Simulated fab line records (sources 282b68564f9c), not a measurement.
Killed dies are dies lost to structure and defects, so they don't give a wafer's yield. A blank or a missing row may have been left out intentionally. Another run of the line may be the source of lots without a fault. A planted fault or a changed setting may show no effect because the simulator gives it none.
A lot that was struck, set against a sound lot + flow rit_cmos + 15 steps out of a route of 202
Sound: wafers L543.3, L543.4, L543.5. Struck: wafer L552.2. (L552.1, L552.6 of the same lot were not struck and are left out.) The cause comes at the end.
Per side, at each step with rows, come the tool, then ch with its chambers, and then its first start. Under that, the readings that differ: sound wafers + struck wafers + difference of the means + sigmas: that difference in standard deviations of wafers without a fault.
alike: readings with means less than 2 such deviations apart, plus words and numbers identical on both sides. not compared: withheld readings, readings lacking a value on some wafer, bounds such as >300 that could conceal the same value, and numbers that have no deviation in the record and whose values overlap.
A row with sigmas, a row that says differs or no value, or rows on one side alone: a step with any of these is where the two part. Numbers that have no deviation but don't overlap get no sigmas and don't part them. Lack of a reading on every wafer of one side parts them only where that side has two or more wafers.

first, 1 step without rows for these wafers: RIT_NWELL_IMPLANT_08.
RIT_NWELL_STRIP_09: strips in O2, time 180 s.
  sound on plasma_asher-01 ch 0,1, day 2 22:41; struck on plasma_asher-01 ch 1, day 4 18:53
| reading                | sound | struck | difference                   | sigmas |
|------------------------|-------|--------|------------------------------|--------|
| rf_hours_counter_h (h) | - - - | 44     | no value on the sound wafers |        |
  alike: drypump_motor_current_A, o2_flow_sccm
RIT_NWELL_TW_MEAS_10:
  sound on film_metro-02 at day 2 22:49; struck on film_metro-01 at day 4 19:04
  alike: NWELL_TW
then, 6 steps without rows for these wafers: RIT_PWELL_HMDS_00 (prime time 60 s); RIT_PWELL_COAT_01 (resist thk 1300 nm); RIT_PWELL_SOFTBAKE_02 (time 60 s); RIT_PWELL_EXPOSE_03 (exposes mask M3, target cd 43700 nm); RIT_PWELL_PEB_04; RIT_PWELL_DEVELOP_05 (develop time 68 s).
RIT_PWELL_OVL_MEAS_06:
  sound on overlay-01 at day 2 23:53; struck on overlay-01 at day 4 20:00
  alike: PWELL_OVL
then, 2 steps without rows for these wafers: RIT_PWELL_HARDBAKE_07 (time 120 s); RIT_PWELL_IMPLANT_08.
RIT_PWELL_STRIP_09: strips in O2, time 180 s.
  sound on plasma_asher-02 ch 0,1, day 3 00:22; struck on plasma_asher-02 ch 0, day 4 20:26
| reading                | sound          | struck | difference                   | sigmas |
|------------------------|----------------|--------|------------------------------|--------|
| o2_flow_sccm (sccm)    | 4019 3998 3998 | 4794   | +789                         | +66    |
| rf_hours_counter_h (h) | - - -          | 29     | no value on the sound wafers |        |
  alike: drypump_motor_current_A
RIT_PWELL_TW_MEAS_10:
  sound on film_metro-04 at day 3 00:30; struck on film_metro-04 at day 4 20:37
  alike: PWELL_TW
RIT_M1_PROBE_99:
  sound on prober-01 at day 4 10:13; struck on prober-02 at day 6 07:17
  alike: killed_at_contacts, killed_at_front_end, killed_dies, killed_open, killed_short

WHERE THEY PART
Earliest at RIT_NWELL_STRIP_09; latest, in this record, at RIT_PWELL_STRIP_09. Later steps at which nothing parts them and some readings are alike: RIT_PWELL_TW_MEAS_10, RIT_M1_PROBE_99.

WHY: the cause the simulator had injected
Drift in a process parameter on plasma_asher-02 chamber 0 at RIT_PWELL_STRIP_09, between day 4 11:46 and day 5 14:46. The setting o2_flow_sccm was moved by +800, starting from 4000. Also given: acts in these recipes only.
